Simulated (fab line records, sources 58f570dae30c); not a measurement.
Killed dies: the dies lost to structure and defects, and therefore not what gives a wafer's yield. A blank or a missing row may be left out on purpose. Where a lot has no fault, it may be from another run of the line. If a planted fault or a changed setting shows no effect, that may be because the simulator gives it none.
The tool behind it: which one? + flow berkeleyCmos170 + 14 lots with 42 wafers sampled at 4 steps, on a route of 331 steps

## WHAT THE GAUGES SHOWED, per wafer
UCB170_SDANNEAL_RS_MEAS_04: measurement is done with a four-point probe.
| lot  | measured     | on           | PLDD_RS (ohm/sq)     |
|------|--------------|--------------|----------------------|
| L726 | day 7 06:11  | filmMetro-03 | 1033.1 1032.1 1031.9 |
| L729 | day 7 09:03  | filmMetro-02 | 1034.1 1033.2 1032.3 |
| L731 | day 7 21:46  | filmMetro-02 | 1032.8 1032.8 1033.3 |
| L730 | day 7 22:14  | filmMetro-01 | 1034.4 1032.5 1034.5 |
| L733 | day 7 22:34  | filmMetro-02 | 1035.1 1036.4 1031.9 |
| L735 | day 8 22:40  | filmMetro-03 | 1032.4 1030.3 1031.8 |
| L734 | day 8 23:59  | filmMetro-02 | 1034.8 1034.9 1036.3 |
| L740 | day 9 15:19  | filmMetro-03 | 1029.2 1034.9 1035.0 |
| L739 | day 9 15:29  | filmMetro-02 | 1033.5 1034.2 1036.1 |
| L742 | day 10 02:14 | filmMetro-03 | 1029.9 1028.8 1034.1 |
| L743 | day 10 02:40 | filmMetro-01 | 1028.1 1028.5 1029.9 |
| L741 | day 10 05:39 | filmMetro-03 | 951.0 944.9 947.6    |
| L745 | day 10 05:25 | filmMetro-02 | 956.0 954.6 953.6    |
| L747 | day 11 04:55 | filmMetro-03 | 1034.1 1034.0 1031.9 |

UCB170_SDANNEAL_RS_MEAS_05: measurement is done with a four-point probe.
| lot  | measured     | on           | NLDD_RS (ohm/sq)  |
|------|--------------|--------------|-------------------|
| L726 | day 7 06:19  | filmMetro-03 | 613.7 616.2 615.9 |
| L729 | day 7 09:10  | filmMetro-02 | 614.3 613.2 616.1 |
| L731 | day 7 21:53  | filmMetro-02 | 616.6 618.8 618.3 |
| L730 | day 7 22:21  | filmMetro-01 | 617.3 616.6 615.8 |
| L733 | day 7 22:41  | filmMetro-02 | 614.9 616.7 616.9 |
| L735 | day 8 22:47  | filmMetro-03 | 615.9 617.5 615.0 |
| L734 | day 9 00:07  | filmMetro-02 | 616.5 616.6 615.6 |
| L740 | day 9 15:26  | filmMetro-03 | 617.1 616.1 615.5 |
| L739 | day 9 15:36  | filmMetro-02 | 616.2 617.1 616.7 |
| L742 | day 10 02:22 | filmMetro-03 | 616.0 618.2 617.4 |
| L743 | day 10 02:47 | filmMetro-01 | 613.1 614.2 613.9 |
| L741 | day 10 05:46 | filmMetro-03 | 604.1 605.3 605.5 |
| L745 | day 10 05:32 | filmMetro-02 | 607.3 607.5 607.1 |
| L747 | day 11 05:02 | filmMetro-03 | 618.7 618.3 617.6 |

## EACH LOT AND THE TOOL THAT RAN IT (in order: tool; ch and the chambers of the sampled wafers; start)
| lot  | UCB170_GATE_ETCH_15             | UCB170_SPACER_ANNEAL_02       |
|------|---------------------------------|-------------------------------|
| L726 | rieSi-01 ch 1,2,3, day 6 14:17  | furnace-04 ch 0, day 6 22:42  |
| L729 | rieSi-01 ch 1,2,3, day 6 20:14  | furnace-02 ch 0, day 7 02:33  |
| L731 | rieSi-02 ch 0,1,3, day 7 07:01  | furnace-04 ch 0, day 7 14:36  |
| L730 | rieSi-01 ch 0,2,3, day 7 07:10  | furnace-04 ch 0, day 7 14:36  |
| L733 | rieSi-01 ch 0,2,3, day 7 08:47  | furnace-04 ch 0, day 7 14:36  |
| L735 | rieSi-02 ch 1,2,3, day 8 09:03  | furnace-02 ch 0, day 8 15:29  |
| L734 | rieSi-02 ch 1,2,3, day 8 09:53  | furnace-02 ch 0, day 8 15:29  |
| L740 | rieSi-01 ch 1,3, day 8 21:30    | furnace-03 ch 0, day 9 05:49  |
| L739 | rieSi-02 ch 0,2,3, day 8 21:44  | furnace-03 ch 0, day 9 05:49  |
| L742 | rieSi-01 ch 0,1,3, day 9 08:37  | furnace-04 ch 0, day 9 18:02  |
| L743 | rieSi-02 ch 2,3, day 9 08:44    | furnace-04 ch 0, day 9 18:02  |
| L741 | rieSi-01 ch 0,3, day 9 14:13    | furnace-04 ch 0, day 9 22:23  |
| L745 | rieSi-02 ch 0,1,3, day 9 16:50  | furnace-04 ch 0, day 9 22:23  |
| L747 | rieSi-01 ch 0,1,2, day 10 10:07 | furnace-03 ch 0, day 10 19:04 |
- UCB170_GATE_ETCH_15: etches poly-Si in HBr/Cl2, stops on SiO2, time 56.3 s, target depth 278.2 nm.
- UCB170_SPACER_ANNEAL_02: time 1800 s.

## WHAT THE TOOLS THEMSELVES READ (means of the sampled wafers that have a number; where no wafer has one, the mark that the record gives instead)
UCB170_GATE_ETCH_15.
| lot  | tool     | chamberPressureMTorr (mTorr) | drypumpMotorCurrentA (A) | heBacksideLeakSccm (sccm) | oesProductAu (a.u.) | throttleValvePct (%) |
|------|----------|------------------------------|--------------------------|---------------------------|---------------------|----------------------|
| L726 | rieSi-01 | 14.996                       | 5.9                      | 2.4                       | 0.827               | 26.29                |
| L729 | rieSi-01 | 14.998                       | 5.8                      | 2.4                       | 0.831               | 26.30                |
| L731 | rieSi-02 | 15.009                       | 5.8                      | 2.9                       | 0.827               | 26.54                |
| L730 | rieSi-01 | 14.999                       | 5.8                      | 2.4                       | 0.837               | 26.33                |
| L733 | rieSi-01 | 15.014                       | 5.8                      | 2.4                       | 0.840               | 26.34                |
| L735 | rieSi-02 | 15.002                       | 5.6                      | 2.5                       | 0.840               | 26.54                |
| L734 | rieSi-02 | 15.017                       | 5.5                      | 2.5                       | 0.840               | 26.54                |
| L740 | rieSi-01 | 14.985                       | 6.1                      | 2.9                       | 0.827               | 26.25                |
| L739 | rieSi-02 | 14.991                       | 5.5                      | 2.7                       | 0.832               | 26.62                |
| L742 | rieSi-01 | 15.003                       | 6.1                      | 2.5                       | 0.843               | 26.29                |
| L743 | rieSi-02 | 14.985                       | 5.7                      | 2.4                       | 0.830               | 26.58                |
| L741 | rieSi-01 | 14.991                       | 6.1                      | 2.5                       | 0.836               | 26.46                |
| L745 | rieSi-02 | 15.009                       | 5.8                      | 2.7                       | 0.832               | 26.56                |
| L747 | rieSi-01 | 15.016                       | 5.8                      | 3.1                       | 0.831               | 26.17                |

UCB170_SPACER_ANNEAL_02.
| lot  | tool       | zonePowerCentrePct (%) |
|------|------------|------------------------|
| L726 | furnace-04 | 50                     |
| L729 | furnace-02 | 40                     |
| L731 | furnace-04 | 50                     |
| L730 | furnace-04 | 50                     |
| L733 | furnace-04 | 50                     |
| L735 | furnace-02 | 40                     |
| L734 | furnace-02 | 40                     |
| L740 | furnace-03 | 44                     |
| L739 | furnace-03 | 43                     |
| L742 | furnace-04 | 49                     |
| L743 | furnace-04 | 50                     |
| L741 | furnace-04 | 50                     |
| L745 | furnace-04 | 50                     |
| L747 | furnace-03 | 44                     |

## THE ANSWER, worked out from the rows above alone
Rule: usual is defined by the lots themselves. The widest of any qualifying gaps counts: lots, ordered by their means at a reading, are off when they make up no more than a third of the lots, leave a main group of 4 or more, and stand apart from it by 3 or more times the standard deviation of that group's means. A main group whose means are all the same, to the digits that the tables above print for the reading, isn't used. A lot without any number at a reading at which 4 lots or more have one is off too. The other lots that the step has rows for count as sound. The gauges are gone through in route order, then the tools' own readings, and for those a lot's mean is taken as printed above. The first step at which some lot is off is used, and at that step the reading that is off furthest; a lot without a number counts as furthest.
Off: L741, L745, seen at UCB170_SDANNEAL_RS_MEAS_04 (PLDD_RS). The main group has a mean of 1032.9 ohm/sq with a standard deviation of 1.7.
If a tool, at a process step before that reading, ran all the lots that are off and no sound lot after the first of them, it fits. The gauges at UCB170_SDANNEAL_RS_MEAS_04 are tried like those tools. One fits: furnace-04 at UCB170_SPACER_ANNEAL_02. A fault onset in the window from L742 (day 9 18:02, its last sound lot) to L741 (day 9 22:23, its first lot off) fits.

## WHAT HAD BEEN PUT IN BY THE SIMULATOR
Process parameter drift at UCB170_SPACER_ANNEAL_02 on furnace-04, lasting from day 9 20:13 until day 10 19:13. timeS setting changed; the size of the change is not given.
Struck lots among those shown: L745, L741. The rule above found the same.
